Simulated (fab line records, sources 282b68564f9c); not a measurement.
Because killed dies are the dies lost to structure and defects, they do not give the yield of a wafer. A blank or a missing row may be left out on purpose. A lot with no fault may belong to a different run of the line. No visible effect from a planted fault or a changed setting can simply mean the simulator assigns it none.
fab line records	flow ritCmos
record: lots: 6	wafers: 18	lastDay: 7
route steps=202 shown CONTACT@177 M1@184
lots that met no fault: from a run of the same line without faults
startH: start of the lot's first displayed wafer, in hours after the record's first day	waitH: time in hours since the lot's previous step	" identical to the entry in the row above	L1.1+2: a single row standing in for several wafers	- value missing, or start not given	* or withheld: withheld	< > ~ a bound
route shown NAME@n: names a module that has steps shown in the file, with the first one's number in the route	usual: mean and standard deviation over wafers with no fault	same: alike in all rows	chamber/n: place in a boat	sites: the reading at each site	_std_site: the values' standard deviation	_edge_site: inner sites' mean taken away from outer sites' mean	radiusMm: for every site, how far away it sits from the centre of the wafer	mask NAME#n: copy n	behind: the last tool/chamber to shape the wafer	hold: what put the lot on hold/how long, in hours/how the hold closed	device: which transistor (n, p or np) failed to switch	end of line: tests of these same wafers at the route's end	for a step that has no rows: nothing shown but its recipe	killed: not the wafer's yield, but the dies lost to structure and defects at the first sort	map: the dies of a wafer, with x for killed, . for not killed, _ for no die there
set.NAME: the setting as run; set.NAME@STEP: as run at that earlier step	model.NAME: the simulator's own value behind a step, which no gauge read
a table for each step, a row for each wafer; lots at some steps of the route
services: when a tool's chamber went out of use (startH, in hours from the record's first day, below 0 if earlier), for how many hours, and the reason
== steps ==
step: RIT_CONTACT_OVL_MEAS_09
usual: CONTACT_OVL: 2.0/0.92
lot.wafer	tool	chamber	startH	waitH	CONTACT_OVL[nm]
L229.2	overlay-02	-	87.08	0.1	4.5
L229.3	"	-	"	"	3.6
L229.5	"	-	"	"	3.1
L230.1	overlay-02	-	93.87	0.1	1.3
L230.2	"	-	"	"	2.3
L230.4	"	-	"	"	2.3
L235.3	overlay-02	-	117.19	0.1	1.3
L235.4	"	-	"	"	0.7
L235.5	"	-	"	"	0.6
L237.1	overlay-01	-	126.68	0.1	2.5
L237.2	"	-	"	"	2.4
L237.3	"	-	"	"	3.7
L241.2	overlay-02	-	148.56	0.1	1.4
L241.3	"	-	"	"	1.0
L241.5	"	-	"	"	2.3
L243.4	overlay-02	-	157.22	0.1	0.8
L243.5	"	-	"	"	1.9
L243.6	"	-	"	"	0.8
step: RIT_CONTACT_HARDBAKE_10
recipe: resist: NOVOLAK	tempC: 140	timeS: 60
step: RIT_CONTACT_ETCH_11
recipe: targetDepthA: 4800	overEtchFrac: 0.1858	stopOn: TiSi2	chemistry: CHF3/CF4/Ar	target: SiO2	CHF3_flow_sccm: 50	cf4FlowSccm: 10	Ar_flow_sccm: 100	O2_flow_sccm: 5	pressureMtorr: 100	rfW: 200	timeS: 320
usual: drypumpMotorCurrentA: 5.8/0.32	oesProductAu: 0.993/0.018	throttleValvePct: 8.90/0.15
same: overEtchFrac: 0.1858
lot.wafer	tool	chamber	startH	waitH	drypumpMotorCurrentA	oesProductAu	rfHoursCounterH	throttleValvePct
L229.2	rieDiel-04	3	87.26	0.1	6.0	1.012	95	8.88
L229.3	"	2	"	"	6.3	0.980	121	8.91
L229.5	"	2	"	"	6.3	0.971	-	8.92
L230.1	rieDiel-02	0	94.06	0.1	5.7	0.987	35	8.88
L230.2	"	3	"	"	5.7	0.998	40	8.64
L230.4	"	2	"	"	5.7	0.971	55	9.20
L235.3	rieDiel-04	3	117.37	0.1	6.0	1.012	96	8.88
L235.4	"	1	"	"	5.6	1.005	1	8.90
L235.5	"	2	"	"	6.2	0.976	-	8.92
L237.1	rieDiel-03	1	126.86	0.1	5.9	0.977	111	9.03
L237.2	"	0	"	"	5.4	1.008	52	8.95
L237.3	"	3	"	"	4.8	1.021	66	8.93
L241.2	rieDiel-02	3	148.74	0.1	5.7	0.989	42	8.64
L241.3	"	0	"	"	5.7	0.982	36	8.89
L241.5	"	2	"	"	5.7	0.969	-	9.19
L243.4	rieDiel-04	3	157.38	0.1	6.0	1.009	96	8.89
L243.5	"	3	"	"	6.0	1.012	-	8.88
L243.6	"	0	"	"	5.9	0.968	-	8.66
step: RIT_CONTACT_STRIP_12
recipe: chemistry: O2	timeS: 180	resist: NOVOLAK	platenTempC: withheld	powerW: 500	pressureMtorr: 4000	o2FlowSccm: 4000
usual: drypumpMotorCurrentA: 5.6/0.34
lot.wafer	tool	chamber	startH	waitH	drypumpMotorCurrentA	rfHoursCounterH
L229.2	plasmaAsher-04	0	87.46	0.1	5.0	29
L229.3	"	0	"	"	5.0	-
L229.5	"	1	"	"	5.5	-
L230.1	plasmaAsher-02	0	94.25	0.1	5.7	45
L230.2	"	1	"	"	5.9	45
L230.4	"	0	"	"	5.7	-
L235.3	plasmaAsher-04	0	117.62	0.2	5.0	-
L235.4	"	1	"	"	5.5	-
L235.5	"	1	"	"	5.5	-
L237.1	plasmaAsher-04	0	127.06	0.1	5.0	34
L237.2	"	1	"	"	5.5	34
L237.3	"	0	"	"	5.0	-
L241.2	plasmaAsher-03	0	148.94	0.1	5.7	51
L241.3	"	1	"	"	6.1	-
L241.5	"	0	"	"	5.7	-
L243.4	plasmaAsher-04	1	157.64	0.2	5.6	-
L243.5	"	0	"	"	5.0	-
L243.6	"	1	"	"	5.5	-
step: RIT_CONTACT_CD_MEAS_90
recipe: targetCdNm: 1000
usual: cdNm: 999.8/2.7
lot.wafer	tool	chamber	startH	waitH	cdNm
L229.2	cdSem-02	-	87.65	0.1	997.4
L229.3	"	-	"	"	999.3
L229.5	"	-	"	"	1001.8
L230.1	cdSem-02	-	94.43	0.1	999.6
L230.2	"	-	"	"	998.3
L230.4	"	-	"	"	999.5
L235.3	cdSem-02	-	117.78	0.1	998.1
L235.4	"	-	"	"	996.5
L235.5	"	-	"	"	998.2
L237.1	cdSem-02	-	127.23	0.1	1004.2
L237.2	"	-	"	"	1002.9
L237.3	"	-	"	"	1002.5
L241.2	cdSem-02	-	149.13	0.1	1001.3
L241.3	"	-	"	"	997.5
L241.5	"	-	"	"	999.3
L243.4	cdSem-02	-	157.81	0.1	998.6
L243.5	"	-	"	"	997.1
L243.6	"	-	"	"	998.0
step: RIT_CONTACT_CLEAN_13
recipe: chemistry: SC1	mix: 3:3:50	timeS: 600	tempC: 75
step: RIT_CONTACT_CLEAN_14
recipe: chemistry: SC2	mix: 3:3:50	timeS: 600	tempC: 75	dry: n2Spin
step: RIT_M1_SPUTTER_00
recipe: material: Al	targetThkNm: 400	powerW: 2000	chamberPressurePa: 0.4	gas: Ar	timeS: 500	substrateTempC: 25
usual: cathodeDcPowerW: 2000.0/0.35	throttleValvePct: 29.9/0.86
lot.wafer	tool	chamber	startH	waitH	cathodeDcPowerW	throttleValvePct
L229.2	pvdSputter-04	-	88.14	0.0	1999.9	30.3
L229.3	"	-	"	"	2000.5	30.3
L229.5	"	-	"	"	1999.8	28.7
L230.1	pvdSputter-02	-	94.91	0.0	1999.1	29.3
L230.2	"	-	"	"	2000.4	30.1
L230.4	"	-	"	"	2000.4	30.2
L235.3	pvdSputter-02	-	118.26	0.0	1999.6	30.3
L235.4	"	-	"	"	2000.2	30.6
L235.5	"	-	"	"	1999.4	30.2
L237.1	pvdSputter-02	-	127.72	0.0	1999.8	30.1
L237.2	"	-	"	"	1999.8	30.3
L237.3	"	-	"	"	1999.9	30.6
L241.2	pvdSputter-02	-	149.79	0.0	1999.4	30.2
L241.3	"	-	"	"	1999.7	30.4
L241.5	"	-	"	"	1999.7	30.1
L243.4	pvdSputter-02	-	158.24	0.0	2000.6	30.8
L243.5	"	-	"	"	2000.4	29.4
L243.6	"	-	"	"	1999.9	30.3
step: RIT_M1_RS_MEAS_01
recipe: thkMeasGauge: four-point-probe	reads: Al_of_M1_SPUTTER_00
usual: M1_AL_RS: 0.0735/0.00095
lot.wafer	tool	chamber	startH	waitH	M1_AL_RS[ohm/sq]
L229.2	filmMetro-02	-	88.45	0.2	0.0724
L229.3	"	-	"	"	0.0734
L229.5	"	-	"	"	0.0738
L230.1	filmMetro-04	-	95.21	0.1	0.0743
L230.2	"	-	"	"	0.0739
L230.4	"	-	"	"	0.0737
L235.3	filmMetro-02	-	118.59	0.2	0.0722
L235.4	"	-	"	"	0.0731
L235.5	"	-	"	"	0.0724
L237.1	filmMetro-04	-	128.01	0.1	0.0741
L237.2	"	-	"	"	0.0740
L237.3	"	-	"	"	0.0757
L241.2	filmMetro-03	-	150.10	0.2	0.0734
L241.3	"	-	"	"	0.0742
L241.5	"	-	"	"	0.0737
L243.4	filmMetro-03	-	158.59	0.2	0.0737
L243.5	"	-	"	"	0.0730
L243.6	"	-	"	"	0.0728
step: RIT_M1_THK_MEAS_02
recipe: thkMeasGauge: xrf	reads: Al_of_M1_SPUTTER_00
usual: M1_AL_THK: 396/5.4
lot.wafer	tool	chamber	startH	waitH	M1_AL_THK[nm]
L229.2	filmMetro-02	-	88.56	0.1	401
L229.3	"	-	"	"	394
L229.5	"	-	"	"	395
L230.1	filmMetro-04	-	95.33	0.1	395
L230.2	"	-	"	"	396
L230.4	"	-	"	"	398
L235.3	filmMetro-02	-	118.69	0.1	405
L235.4	"	-	"	"	398
L235.5	"	-	"	"	402
L237.1	filmMetro-04	-	128.13	0.1	395
L237.2	"	-	"	"	395
L237.3	"	-	"	"	388
L241.2	filmMetro-03	-	150.21	0.1	393
L241.3	"	-	"	"	391
L241.5	"	-	"	"	395
L243.4	filmMetro-03	-	158.68	0.1	391
L243.5	"	-	"	"	396
L243.6	"	-	"	"	400
step: RIT_M1_HMDS_03
recipe: primeTimeS: 60	primeTempC: 140
step: RIT_M1_COAT_04
recipe: resist: NOVOLAK	spinRpm: 2000	resistThkNm: 1300
step: RIT_M1_SOFTBAKE_05
recipe: resist: NOVOLAK	tempC: 90	timeS: 60
usual: heaterPowerTotalW: 34.56/0.054	runLengthS: 89.33/0.2
lot.wafer	tool	chamber	startH	waitH	heaterPowerTotalW	runLengthS
L229.2	lithoTrack-04	0	88.93	0.1	34.60	88.94
L229.3	"	0	"	"	34.63	88.97
L229.5	"	0	"	"	34.53	89.02
L230.1	lithoTrack-01	0	95.69	0.1	34.54	89.43
L230.2	"	0	"	"	34.51	89.73
L230.4	"	0	"	"	34.57	89.55
L235.3	lithoTrack-01	0	119.08	0.1	35.55	84.22
L235.4	"	0	"	"	35.43	84.33
L235.5	"	0	"	"	35.44	84.27
L237.1	lithoTrack-01	0	128.49	0.1	35.48	84.15
L237.2	"	0	"	"	35.51	84.22
L237.3	"	0	"	"	35.54	84.21
L241.2	lithoTrack-04	0	150.59	0.1	34.63	89.04
L241.3	"	0	"	"	34.67	89.04
L241.5	"	0	"	"	34.63	89.08
L243.4	lithoTrack-02	0	159.09	0.1	34.53	89.37
L243.5	"	0	"	"	34.60	89.45
L243.6	"	0	"	"	34.56	89.14
step: RIT_M1_EXPOSE_06
recipe: maskId: M12	na: 0.6	sourceShape: conventional	sigmaOuter: 0.5	targetCdNm: 2600	doseMj: 250
step: RIT_M1_PROBE_99
usual: defectLimitedYield: 97.1/1.2	killedAtContacts: 0.1/0.31	killedAtFrontEnd: 8/3.1	killedDies: 8/3.2	killedOpen: 3.9/2.2	killedShort: 3.8/2.1	sort_bin_3_pad_short: 0.1/0.23	sort_bin_5_function: 1.7/0.86	sort_bin_6_memory: 1.1/0.7	sortNPass: 256/3.2	sortYieldPct: 97.1/1.2
same: grossDies: 264	killed_at_M0_to_M3: 0	killed_at_M4_up: 0	killedAtBackSide: 0	killedAtOther: 0
lot.wafer	tool	chamber	startH	waitH	defectLimitedYield[%]	killedAtContacts	killedAtFrontEnd	killedDies	killedOpen	killedShort	sort_bin_3_pad_short[%]	sort_bin_5_function[%]	sort_bin_6_memory[%]	sortNPass	sortYieldPct[%]
L229.2	prober-02	-	92.34	0.1	93.6	0	17	17	12	5	0	3.8	2.7	247	93.6
L229.3	prober-02	-	92.39	0.2	95.5	0	12	12	5	7	0	1.5	3.0	252	95.5
L229.5	prober-02	-	92.49	0.2	98.1	0	5	5	4	1	0.4	1.5	0	259	98.1
L230.1	prober-01	-	99.05	0.1	97.7	0	6	6	3	3	0	0.8	1.5	258	97.7
L230.2	prober-01	-	99.10	0.1	98.1	0	5	5	4	1	0	1.9	0	259	98.1
L230.4	prober-01	-	99.20	0.2	97.0	0	8	8	2	6	0	1.5	1.5	256	97.0
L235.3	prober-02	-	122.51	0.2	96.6	0	9	9	4	5	0	2.3	1.1	255	96.6
L235.4	prober-02	-	122.56	0.2	97.7	0	6	6	4	2	0	1.1	1.1	258	97.7
L235.5	prober-02	-	122.61	0.2	94.7	1	13	14	6	8	0.4	2.7	2.3	250	94.7
L237.1	prober-02	-	132.02	0.1	95.1	0	13	13	6	7	0	2.7	2.3	251	95.1
L237.2	prober-02	-	132.07	0.1	96.6	0	9	9	3	6	0	1.1	2.3	255	96.6
L237.3	prober-02	-	132.12	0.2	94.7	0	14	14	9	5	0	3.0	2.3	250	94.7
L241.2	prober-02	-	153.99	0.1	97.0	1	7	8	6	2	0	1.9	1.1	256	97.0
L241.3	prober-02	-	154.04	0.2	96.6	0	9	9	3	6	0.4	2.3	0.8	255	96.6
L241.5	prober-02	-	154.14	0.2	96.2	0	10	10	5	5	0	2.3	1.5	254	96.2
L243.4	prober-02	-	162.47	0.2	99.2	0	2	2	1	1	0	0.8	0	262	99.2
L243.5	prober-02	-	162.52	0.2	98.5	0	4	4	0	4	0.4	0.4	0.8	260	98.5
L243.6	prober-02	-	162.57	0.2	98.1	0	5	5	3	2	0	0.8	1.1	259	98.1
killed by level:class
L229.2 SPACER:geometricParticle:open=4 SILICIDE:geometricParticle:open=4 GATE:geometricParticle:short=3 GATE:geometricParticle:open=2 REOX:geometricParticle:open=2 FOX2:geometricParticle:short=1 SPACER:geometricParticle:short=1
L229.3 GATE:geometricParticle:short=4 SILICIDE:geometricParticle:open=2 FOX1:geometricParticle:short=1 FOX2:geometricParticle:open=1 SILICIDE:geometricParticle:short=1 GATE:geometricParticle:open=1 REOX:geometricParticle:short=1 SPACER:geometricParticle:open=1
L229.5 GATE:geometricParticle:open=3 GATE:geometricParticle:short=1 SPACER:geometricParticle:open=1
L230.1 FOX2:geometricParticle:short=1 GATE:geometricParticle:short=1 GATE:geometricParticle:open=1 SPACER:geometricParticle:open=1 SILICIDE:geometricParticle:open=1 SILICIDE:geometricParticle:short=1
L230.2 GATE:geometricParticle:open=2 REOX:geometricParticle:open=1 SPACER:geometricParticle:open=1 SILICIDE:geometricParticle:short=1
L230.4 REOX:geometricParticle:short=2 SPACER:geometricParticle:short=2 FOX1:geometricParticle:open=1 FOX2:geometricParticle:short=1 GATE:geometricParticle:short=1 SPACER:geometricParticle:open=1
L235.3 SPACER:geometricParticle:short=4 GATE:geometricParticle:open=2 SILICIDE:geometricParticle:open=2 GATE:geometricParticle:short=1
L235.4 GATE:geometricParticle:open=2 REOX:geometricParticle:open=1 REOX:geometricParticle:short=1 SPACER:geometricParticle:short=1 SILICIDE:geometricParticle:open=1
L235.5 FOX2:geometricParticle:short=3 FOX2:geometricParticle:open=2 GATE:geometricParticle:short=2 GATE:geometricParticle:open=2 SILICIDE:geometricParticle:open=2 FOX1:geometricParticle:short=1 SPACER:geometricParticle:short=1 CONTACT:geometricParticle:short=1
L237.1 GATE:geometricParticle:short=4 FOX2:geometricParticle:short=3 FOX2:geometricParticle:open=3 SILICIDE:geometricParticle:open=2 GATE:geometricParticle:open=1
L237.2 GATE:geometricParticle:short=4 FOX1:geometricParticle:open=1 FOX2:geometricParticle:short=1 GATE:geometricParticle:open=1 REOX:geometricParticle:open=1 SILICIDE:geometricParticle:short=1
L237.3 FOX2:geometricParticle:open=3 GATE:geometricParticle:open=2 GATE:geometricParticle:short=2 REOX:geometricParticle:open=2 FOX1:geometricParticle:open=1 SPACER:geometricParticle:short=1 REOX:geometricParticle:short=1 SPACER:geometricParticle:open=1
L241.2 GATE:geometricParticle:open=2 FOX1:geometricParticle:open=1 CONTACT:geometricParticle:short=1 REOX:geometricParticle:open=1 SPACER:geometricParticle:short=1 SPACER:geometricParticle:open=1 SILICIDE:geometricParticle:open=1
L241.3 REOX:geometricParticle:short=2 SILICIDE:geometricParticle:short=2 FOX1:geometricParticle:short=1 GATE:geometricParticle:short=1 GATE:geometricParticle:open=1 SPACER:geometricParticle:open=1 SILICIDE:geometricParticle:open=1
L241.5 GATE:geometricParticle:short=3 ACTIVE:geometricParticle:open=1 FOX2:geometricParticle:short=1 GATE:geometricParticle:open=1 REOX:geometricParticle:open=1 SPACER:geometricParticle:open=1 SPACER:geometricParticle:short=1 SILICIDE:geometricParticle:open=1
L243.4 SPACER:geometricParticle:open=1 SILICIDE:geometricParticle:short=1
L243.5 FOX1:geometricParticle:short=2 GATE:geometricParticle:short=1 REOX:geometricParticle:short=1
L243.6 GATE:geometricParticle:open=2 FOX1:geometricParticle:open=1 GATE:geometricParticle:short=1 REOX:geometricParticle:short=1
== services ==
tool	chamber	startH	hours	kind
plasmaAsher-02	-	72.75	2.8	pm
rieDiel-03	0	83.63	2.8	repair
rieDiel-04	1	89.53	1.7	repair
rieDiel-04	-	91.82	2.8	pm
rieDiel-04	0	99.78	12.5	repair
plasmaAsher-04	-	132.08	5.2	repair
rieDiel-04	3	152.95	2.2	repair
rieDiel-04	1	158.68	1.5	repair
== key ==
firstSign: step: RIT_M1_SOFTBAKE_05	reading: runLengthS	direction: down	sigmas: 25	usual: *	struck: *
effect: step: RIT_M1_SOFTBAKE_05	reading: heaterPowerTotalW	direction: up	sigmas: 17	usual: 34.56	struck: 35.49
metAt RIT_M1_SOFTBAKE_05
struckWafers L235.3,L235.4,L235.5,L237.1,L237.2,L237.3
onsetBetween 95.69 119.08
fault: kind: processParameterDrift	tool: lithoTrack-01	chamber: -	onsetH: 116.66	steps: RIT_M1_SOFTBAKE_05	channel: timeS	offset: *	shape: step	endH: 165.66	actsIn: *	stated: *
